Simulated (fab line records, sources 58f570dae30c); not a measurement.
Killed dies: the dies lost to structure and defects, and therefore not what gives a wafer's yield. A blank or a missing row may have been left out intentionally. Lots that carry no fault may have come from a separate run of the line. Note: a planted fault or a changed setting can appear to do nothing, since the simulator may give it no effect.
fab line records | flow berkeley-cmos170
[record] lots = 5 wafers = 23
route steps=331 shown V1@268 V2@299
start-h: hours from the record's first day to the start of the lot's first wafer shown | wait-h: time in hours since the lot's previous step | " same as the row above | L1.1+2: several wafers, shown together as one row | - no value, or no start given | * or withheld: withheld | < > ~ a bound
route shown NAME@n: NAME is a module with steps in the file, n the number in the route of the first one | usual: the fault-free wafers' mean and standard deviation | same: alike in all rows | chamber/n: place in a boat | sites: readings site by site | _std_site: standard deviation across them | _edge_site: inner sites' mean taken away from outer sites' mean | radius-mm: how far each site lies from the wafer's centre | mask NAME#n: copy n | behind: the tool/chamber that last shaped the wafer | hold: reason for holding the lot/hours on hold/outcome of the hold | device: transistor that didn't switch, given as n, p or np | end of line: at the end of the route, the tests of the same wafers | step lacking rows: just its recipe | killed: the dies lost at the first sort to structure and to defects; this is not the yield of the wafer | map: dies across one wafer; x = killed, . = not, _ = none there
set.NAME: the setting the step ran with; set.NAME@STEP: the setting that earlier step ran with | model.NAME: the simulator's own value behind a step, which no gauge read
lots with deliberately changed settings; one table per step, one row per wafer
[[steps]]
[step UCB170_V1_ETCH_14]
[recipe] chemistry = CHF3/CF4/Ar target = SiO2 stop-on = Al CHF3_flow_sccm = 45 cf4-flow-sccm = 15 Ar_flow_sccm = 150 pressure-mtorr = 200 rf-w = 700 target-depth-a = 12500 over-etch-frac = 0.25 time-s = 291
// columns lot.wafer tool chamber start-h wait-h set.rf-w set.leave-above-ref-nm@V1_CMP_02 model.etch.depth-nm model.V1.feature-depth-nm
L074.1 rie-diel-02 0 171.15 0.0 700 1000 998.3 998.3
L074.2 " 2 " " 700 1000 1000 1000
L074.3 " 1 " " 700 1000 998.7 998.7
L074.5 " 3 " " 700 950.3 949.4 949.5
L074.6 " 2 " " 700 950.3 949.7 949.9
L077.2 rie-diel-01 0 186.92 0.0 700 966.9 967.3 967.3
L077.3 " 3 " " 700 1000 1000 1001
L077.4 " 1 " " 671.6 966.9 966.6 966.6
L077.5 " 3 " " 671.6 966.9 966.9 966.9
L077.6 " 0 " " 700 1000 1000 1000
L075.2 rie-diel-02 3 188.10 0.0 700 1000 1003 1003
L075.3 " 1 " " 700 1000 1002 1002
L075.5 " 1 " " 700 1000 1001 1001
L085.1 rie-diel-02 2 230.76 0.0 700 1000 1001 1001
L085.2 " 1 " " 700 1020 1021 1021
L085.3 " 3 " " 700 1020 1022 1022
L085.5 " 2 " " 700 1000 1000 1001
L085.6 " 3 " " 700 1000 1002 1002
L084.1 rie-diel-01 1 231.23 0.0 700 1000 1001 1001
L084.2 " 2 " " 700 962.5 963.7 963.8
L084.3 " 3 " " 782.5 962.5 963.2 965.1
L084.4 " 0 " " 782.5 1000 1000 1002
L084.6 " 1 " " 700 1000 1000 1000
[step UCB170_V2_COAT_07]
[recipe] resist = KrF spin-rpm = 1500 resist-thk-nm = 900
// columns lot.wafer tool chamber start-h wait-h set.resist-thk-nm model.KrF_of_V2_COAT_07.thk-nm
L074.1 litho-track-02 0 176.05 0.1 900 898.1
L074.2 " 0 " " 900 897.6
L074.3 " 0 " " 900 899.4
L074.5 " 0 " " 900 898.7
L074.6 " 0 " " 900 899.7
L077.2 litho-track-02 0 191.53 0.1 900 899.4
L077.3 " 0 " " 900 900.2
L077.4 " 0 " " 900 900.6
L077.5 " 0 " " 945 941.9
L077.6 " 0 " " 945 943.5
L075.2 litho-track-02 0 192.53 0.1 900 899.7
L075.3 " 0 " " 900 898.5
L075.5 " 0 " " 900 900.3
L085.1 litho-track-01 0 234.82 0.1 923.8 922.3
L085.2 " 0 " " 900 901
L085.3 " 0 " " 900 898.4
L085.5 " 0 " " 900 896.3
L085.6 " 0 " " 923.8 920.9
L084.1 litho-track-01 0 235.31 0.1 900 902
L084.2 " 0 " " 900 902.6
L084.3 " 0 " " 954 957
L084.4 " 0 " " 954 955
L084.6 " 0 " " 954 955.7
[step UCB170_V2_ETCH_14]
[recipe] chemistry = CHF3/CF4/Ar target = SiO2 stop-on = Al CHF3_flow_sccm = 45 cf4-flow-sccm = 15 Ar_flow_sccm = 150 pressure-mtorr = 200 rf-w = 700 target-depth-a = 12500 over-etch-frac = 0.25 time-s = 291
// columns lot.wafer tool chamber start-h wait-h set.time-s set.resist-thk-nm@V2_COAT_07 model.KrF_of_V2_COAT_07.thk-nm
L074.1 rie-diel-01 0 177.06 0.0 291 900 609.5
L074.2 " 3 " " 291 900 610.2
L074.3 " 2 " " 303.2 900 598.9
L074.5 " 0 " " 291 900 610.8
L074.6 " 3 " " 303.2 900 599.1
L077.2 rie-diel-03 1 192.51 0.0 315.5 900 587.9
L077.3 " 3 " " 291 900 610
L077.4 " 0 " " 291 900 610.1
L077.5 " 0 " " 291 945 649.4
L077.6 " 1 " " 315.5 945 633.8
L075.2 rie-diel-01 1 193.62 0.0 291 900 610.2
L075.3 " 3 " " 291 900 610.1
L075.5 " 3 " " 291 900 612.7
L085.1 rie-diel-04 1 235.97 0.0 258.8 923.8 661.6
L085.2 " 2 " " 258.8 900 641.5
L085.3 " 3 " " 291 900 608.9
L085.5 " 3 " " 258.8 900 635.3
L085.6 " 2 " " 291 923.8 629.6
L084.1 rie-diel-01 0 236.28 0.0 291 900 612.6
L084.2 " 2 " " 291 900 612
L084.3 " 1 " " 291 954 666.1
L084.4 " 3 " " 291 954 668
L084.6 " 2 " " 291 954 664.7
[step UCB170_V2_STRIP_15]
[recipe] chemistry = O2 power-w = 400 pressure-mtorr = 3500 platen-temp-c = withheld o2-flow-sccm = 400 overash-fraction = 0.5
[usual] strip-time-to-endpoint-s = 15.30/0.065
// columns lot.wafer tool chamber start-h wait-h set.resist-thk-nm@V2_COAT_07 set.time-s@V2_ETCH_14 strip-time-to-endpoint-s
L074.1 plasma-asher-03 1 177.23 0.1 900 291 15.31
L074.2 " 0 " " 900 291 15.31
L074.3 " 1 " " 900 303.2 15.04
L074.5 " 0 " " 900 291 15.32
L074.6 " 1 " " 900 303.2 15.06
L077.2 plasma-asher-02 0 192.69 0.1 900 315.5 14.80
L077.3 " 1 " " 900 291 15.31
L077.4 " 0 " " 900 291 15.31
L077.5 " 0 " " 945 291 16.18
L077.6 " 1 " " 945 315.5 15.86
L075.2 plasma-asher-04 0 193.79 0.1 900 291 15.32
L075.3 " 0 " " 900 291 15.30
L075.5 " 1 " " 900 291 15.38
L085.1 plasma-asher-03 0 236.15 0.1 923.8 258.8 16.47
L085.2 " 1 " " 900 258.8 15.98
L085.3 " 1 " " 900 291 15.28
L085.5 " 1 " " 900 258.8 15.84
L085.6 " 0 " " 923.8 291 15.78
L084.1 plasma-asher-02 1 236.46 0.1 900 291 15.38
L084.2 " 0 " " 900 291 15.37
L084.3 " 1 " " 954 291 16.58
L084.4 " 0 " " 954 291 16.62
L084.6 " 0 " " 954 291 16.54
[[key]]
[split] step = UCB170_V1_ETCH_14 setting = rf-w stated = 700 by = wafer
response none clear
[split] step = UCB170_V2_COAT_07 setting = resist-thk-nm stated = 900 by = wafer
[response] step = UCB170_V2_COAT_07 reading = model.KrF_of_V2_COAT_07.thk-nm change = +8.76 per = 1% r = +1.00
[response] step = UCB170_V2_ETCH_14 reading = model.KrF_of_V2_COAT_07.thk-nm change = +8.29 per = 1% r = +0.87
[response] step = UCB170_V2_STRIP_15 reading = strip-time-to-endpoint-s change = * per = 1% r = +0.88
[split] step = UCB170_V2_ETCH_14 setting = time-s stated = 291 by = wafer
[response] step = UCB170_V2_ETCH_14 reading = model.KrF_of_V2_COAT_07.thk-nm slope = -2.62 per = 1% together-with = resist-thk-nm@V2_COAT_07 explained = 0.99
[response] step = UCB170_V2_STRIP_15 reading = strip-time-to-endpoint-s slope = * per = 1% together-with = resist-thk-nm@V2_COAT_07 explained = 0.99
split outside-this-file step=UCB170_V1_CMP_02 setting=leave-above-ref-nm
// split outside-this-file: this setting was split too, and the file shows its column; the key of that split is in another file
